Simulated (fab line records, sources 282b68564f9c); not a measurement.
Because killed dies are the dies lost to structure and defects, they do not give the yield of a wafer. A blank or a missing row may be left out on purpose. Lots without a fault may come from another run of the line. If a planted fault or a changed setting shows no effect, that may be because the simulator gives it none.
A lot that was struck, set against a sound lot + flow rit-cmos + 43 steps out of a route of 202
Sound: wafers L224.2, L224.3, L224.6. Struck: wafers L232.1, L232.3, L232.5. The cause comes at the end.
At each step with rows: each side's tool, then ch and its chambers, then its first start. Under that, the readings that differ: sound wafers + struck wafers + difference of the means + sigmas: that difference in standard deviations of wafers without a fault.
alike: a reading whose means differ by less than 2 such deviations, as well as words and numbers matching on both sides. not compared: withheld readings; readings where some wafer has no value; bounds like >300 that might hide an equal value; numbers whose values overlap and for which the record gives no deviation.
The two part at a step that has a row with sigmas, a row that says differs or no value, or rows on one side only. Numbers that have no deviation but don't overlap get no sigmas and don't part them. A reading that every wafer of one side lacks parts them only if that side has two wafers or more.

first, 1 step without rows for these wafers: RIT_ACTIVE_DEVELOP_10 (develop time 50 s).
RIT_ACTIVE_CD_MEAS_11 targets a cd of 1400 nm.
  sound on cd-sem-01 at day 2 21:20; struck on cd-sem-01 at day 4 14:07
  alike: cd-nm
then, 1 step without rows for these wafers: RIT_ACTIVE_HARDBAKE_12 (time 60 s).
RIT_ACTIVE_ETCH_13: etches Si3N4 in SF6, stops on SiO2, time 210 s, target depth 210 nm.
  sound on rie-diel-04 ch 0,1,3, day 2 21:35; struck on rie-diel-04 ch 0,1,3, day 4 14:23
  alike: SF6_flow_sccm, drypump-motor-current-A, oes-product-au, throttle-valve-pct
  not compared: rf-hours-counter-h
RIT_ACTIVE_STRIP_14: strips in O2, time 180 s.
  sound on plasma-asher-04 ch 1, day 2 21:43; struck on plasma-asher-04 ch 0,1, day 4 14:32
  alike: drypump-motor-current-A
  not compared: rf-hours-counter-h
RIT_ACTIVE_CD_MEAS_90 targets a cd of 1400 nm.
  sound on cd-sem-02 at day 2 21:55; struck on cd-sem-02 at day 4 14:42
  alike: cd-nm
then, 4 steps without rows for these wafers: RIT_ACTIVE_CLEAN_15 (cleans in SC1, time 600 s); RIT_ACTIVE_CLEAN_16 (cleans in dHF, time 30 s); RIT_ACTIVE_CLEAN_17 (cleans in SC2, time 600 s); RIT_FOX1_OXIDATION_00 (target thk 350.7 nm, ox time 1130 s).
RIT_FOX1_THK_MEAS_01:
  sound on film-metro-01 at day 3 00:05; struck on film-metro-04 at day 4 17:41
  alike: FOX1_OXIDE_THK
then, 1 step without rows for these wafers: RIT_FOX1_WET_ETCH_02 (etches SiO2 in BOE, target depth 350 nm, time 390 s).
RIT_FOX2_OXIDATION_00: target thk 350.7 nm, ox time 1158 s.
  sound on furnace-03 ch 0, day 3 00:14; struck on furnace-03 ch 0, day 4 17:53
| reading                                     | sound                | struck               | difference | sigmas      |
|---------------------------------------------|----------------------|----------------------|------------|-------------|
| spike-tc-centre-C (C)                       | 1103.7 1103.6 1103.5 | 1117.9 1117.7 1117.6 | +14.1      | +13         |
| spike-tc-load-C (C)                         | 1131.4 1131.3 1130.3 | 1146.8 1147.4 1145.2 | +15.5      | +8          |
| spike-tc-source-C (C)                       | 1130 1129 1127       | 1143 1144 1144       | +15        | +4          |
| tube-center-temp-C (C)                      | 1100.2 1100.1 1099.9 | 1115.1 1115 1115.1   | +15.0      | +99 or more |
| tube_center_temp_C_max                      | 1102.4 1102.6 1102.3 | 1118.0 1117.3 1117.9 | +15.3      | +30         |
| model.SiO2_of_FOX2_OXIDATION_00.thk-nm (nm) | 349.5 353.2 344.8    | 374.2 374.7 380      | +27.1      |             |
RIT_FOX2_THK_MEAS_01:
  sound on film-metro-04 at day 3 01:34; struck on film-metro-04 at day 4 19:13
| reading             | sound       | struck      | difference | sigmas |
|---------------------|-------------|-------------|------------|--------|
| FOX2_OXIDE_THK (nm) | 349 353 345 | 374 375 380 | +27        | +4     |
  not compared: hold
then, 1 step without rows for these wafers: RIT_FOX2_WET_ETCH_03 (etches Si3N4 in H3PO4, target depth 195 nm, time 2700 s).
RIT_FOX2_THK_MEAS_90:
  sound on film-metro-01 at day 3 02:26; struck on film-metro-01 at day 4 20:05
| reading                     | sound       | struck      | difference | sigmas |
|-----------------------------|-------------|-------------|------------|--------|
| FIELD_OXIDE_LEFT_1_THK (nm) | 322 326 317 | 346 347 352 | +27        | +3     |
  not compared: hold
then, 5 steps without rows for these wafers: RIT_NWELL_COAT_01 (resist thk 1300 nm); RIT_NWELL_SOFTBAKE_02 (time 60 s); RIT_NWELL_EXPOSE_03 (exposes mask M2, target cd 43900 nm); RIT_NWELL_PEB_04; RIT_NWELL_DEVELOP_05 (develop time 68 s).
RIT_NWELL_OVL_MEAS_06:
  sound on overlay-02 at day 3 03:23; struck on overlay-01 at day 4 21:09
  alike: NWELL_OVL
then, 2 steps without rows for these wafers: RIT_NWELL_HARDBAKE_07 (time 120 s); RIT_NWELL_IMPLANT_08.
RIT_NWELL_STRIP_09: strips in O2, time 180 s.
  sound on plasma-asher-02 ch 1, day 3 03:49; struck on plasma-asher-03 ch 0,1, day 4 21:35
  alike: drypump-motor-current-A
  not compared: rf-hours-counter-h
RIT_NWELL_TW_MEAS_10:
  sound on film-metro-02 at day 3 03:59; struck on film-metro-02 at day 4 21:46
  alike: NWELL_TW
then, 6 steps without rows for these wafers: RIT_PWELL_HMDS_00 (prime time 60 s); RIT_PWELL_COAT_01 (resist thk 1300 nm); RIT_PWELL_SOFTBAKE_02 (time 60 s); RIT_PWELL_EXPOSE_03 (exposes mask M3, target cd 43700 nm); RIT_PWELL_PEB_04; RIT_PWELL_DEVELOP_05 (develop time 68 s).
RIT_PWELL_OVL_MEAS_06:
  sound on overlay-01 at day 3 04:56; struck on overlay-01 at day 4 22:49
  alike: PWELL_OVL
then, 2 steps without rows for these wafers: RIT_PWELL_HARDBAKE_07 (time 120 s); RIT_PWELL_IMPLANT_08.
RIT_PWELL_STRIP_09: strips in O2, time 180 s.
  sound on plasma-asher-03 ch 0, day 3 05:28; struck on plasma-asher-03 ch 0, day 4 23:16
  alike: drypump-motor-current-A
  not compared: rf-hours-counter-h
RIT_PWELL_TW_MEAS_10:
  sound on film-metro-04 at day 3 05:40; struck on film-metro-02 at day 4 23:26
  alike: PWELL_TW
then, 1 step without rows for these wafers: RIT_WELLDRIVE_ANNEAL_00 (time 14700 s).
RIT_WELLDRIVE_RS_MEAS_01: the measuring method here is four-point-probe.
  sound on film-metro-02 at day 3 11:21; struck on film-metro-02 at day 5 04:58
  alike: NWELL_RS
RIT_WELLDRIVE_RS_MEAS_02: the measuring method here is four-point-probe.
  sound on film-metro-02 at day 3 11:28; struck on film-metro-02 at day 5 05:05
  alike: PWELL_RS
RIT_FOX2_THK_MEAS_91:
  sound on film-metro-01 at day 3 15:06; struck on film-metro-03 at day 5 08:55
| reading                     | sound       | struck      | difference | sigmas |
|-----------------------------|-------------|-------------|------------|--------|
| FIELD_OXIDE_LEFT_2_THK (nm) | 254 258 249 | 278 278 283 | +26        | +3     |
RIT_SILICIDE_WET_ETCH_00: etches SiO2 in BOE, target depth 14 nm, time 15 s.
  sound on wet-bench-04 ch 3, day 4 11:01; struck on wet-bench-03 ch 2, day 6 06:34
| reading                                     | sound             | struck            | difference | sigmas |
|---------------------------------------------|-------------------|-------------------|------------|--------|
| model.SiO2_of_FOX2_OXIDATION_00.thk-nm (nm) | 148.6 154.9 144.1 | 173.2 173.2 178.5 | +25.8      |        |
RIT_M1_PROBE_99:
  sound on prober-02 at day 4 17:58; struck on prober-02 at day 6 13:22
| reading                      | sound             | struck            | difference | sigmas |
|------------------------------|-------------------|-------------------|------------|--------|
| model.etest.field-n.vt-v (V) | 34.66 35.23 34.06 | 37.95 38.02 38.82 | +3.61      |        |
  alike: killed-at-contacts, killed-at-front-end, killed-dies, killed-open, killed-short
  not compared: model.etest.pldd.width-nm, model.etest.field-p.vt-v

## WHERE THEY PART
At RIT_FOX2_OXIDATION_00 first; at RIT_FOX2_THK_MEAS_91 last (within this record only). Later steps at which nothing parts them and some readings are alike: RIT_M1_PROBE_99.

WHY: what had been put in by the simulator
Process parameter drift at RIT_FOX2_OXIDATION_00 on furnace-03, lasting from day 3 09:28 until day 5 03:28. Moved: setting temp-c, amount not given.
